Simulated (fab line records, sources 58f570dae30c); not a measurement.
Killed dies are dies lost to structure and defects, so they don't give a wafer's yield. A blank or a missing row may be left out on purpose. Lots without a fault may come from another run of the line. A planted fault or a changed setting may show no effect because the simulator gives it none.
One fault seen from 2 desks | flow berkeley_cmos170 | each desk has only its own numbers; what lay behind them comes last

THE TOOL OWNER'S DESK: rie_diel-04
The tool's own readings at UCB170_CONTACT_ETCH_18 (etches PSG in CHF3/CF4/Ar, stops on TiSi2, target depth 840 nm, time 195 s): means of the sampled wafers that have a number, for each lot that ran on this tool. A lot is out of limits, marked OUT, if its mean lies more than 4 standard deviations from the usual mean; the brackets give that distance.
Columns: A = CHF3_flow_sccm at UCB170_CONTACT_ETCH_18, usual 45.01 sccm; B = drypump_motor_current_A at UCB170_CONTACT_ETCH_18, usual 5.8 A; C = oes_product_au at UCB170_CONTACT_ETCH_18, usual 0.894 a.u.; D = throttle_valve_pct at UCB170_CONTACT_ETCH_18, usual 6.95 %
lot  | first seen here | A     | B   | C     | D
L972 | day 6 13:00     | 45.02 | 6.0 | 0.906 | 7.03
L973 | day 7 01:00     | 44.98 | 5.6 | 0.895 | 7.00
L976 | day 7 16:00     | 45.03 | 6.0 | 0.907 | 7.06
L979 | day 8 03:00     | 45.11 | 5.7 | 0.888 | 7.04
L983 | day 9 10:00     | 44.92 | 5.7 | 0.877 | 6.95
L985 | day 9 18:00     | 44.96 | 5.9 | 0.897 | 7.07
L993 | day 11 07:00    | 44.99 | 5.6 | 0.884 | 7.01
This desk's finding: nothing out of limits on any of the 7 lots.

THE METROLOGY DESK
What the gauges read, lot by lot, whatever tool the lot ran on: means of the sampled wafers that have a number. A lot is out of limits, marked OUT, if its mean lies more than 4 standard deviations from the usual mean; the brackets give that distance.
Columns: A = NSD_OVL at UCB170_NSD_OVL_MEAS_07, usual -4 nm; B = SILICIDE_TI_THK at UCB170_SILICIDE_THK_MEAS_03, usual 30.2 nm; C = CONTACT_OVL at UCB170_CONTACT_OVL_MEAS_16, usual -2 nm
lot  | first seen here | A   | B    | C
L972 | day 6 06:55     | 2   | 30.5 | -5
L973 | day 6 17:40     | -10 | 30.4 | -6
L975 | day 7 04:26     | -6  | 29.9 | 3
L976 | day 7 06:43     | -4  | 29.9 | 4
L977 | day 7 21:00     | 2   | 30.0 | 2
L979 | day 7 21:35     | 4   | 30.2 | -3
L980 | day 7 21:47     | 2   | 30.4 | -4
L981 | day 8 09:46     | -1  | 30.1 | 0
L983 | day 9 04:28     | -5  | 30.6 | -4
L985 | day 9 10:15     | -5  | 30.6 | -2
L986 | day 9 19:16     | -5  | 29.8 | -4
L989 | day 10 20:36    | -2  | 30.1 | -4
L993 | day 10 21:52    | -1  | 30.1 | -6
This desk's finding: nothing out of limits on any of the 13 lots.

PUT TOGETHER
The tool owner's desk saw nothing out of limits.
The metrology desk saw nothing out of limits.

WHAT THE SIMULATOR HAD PUT IN
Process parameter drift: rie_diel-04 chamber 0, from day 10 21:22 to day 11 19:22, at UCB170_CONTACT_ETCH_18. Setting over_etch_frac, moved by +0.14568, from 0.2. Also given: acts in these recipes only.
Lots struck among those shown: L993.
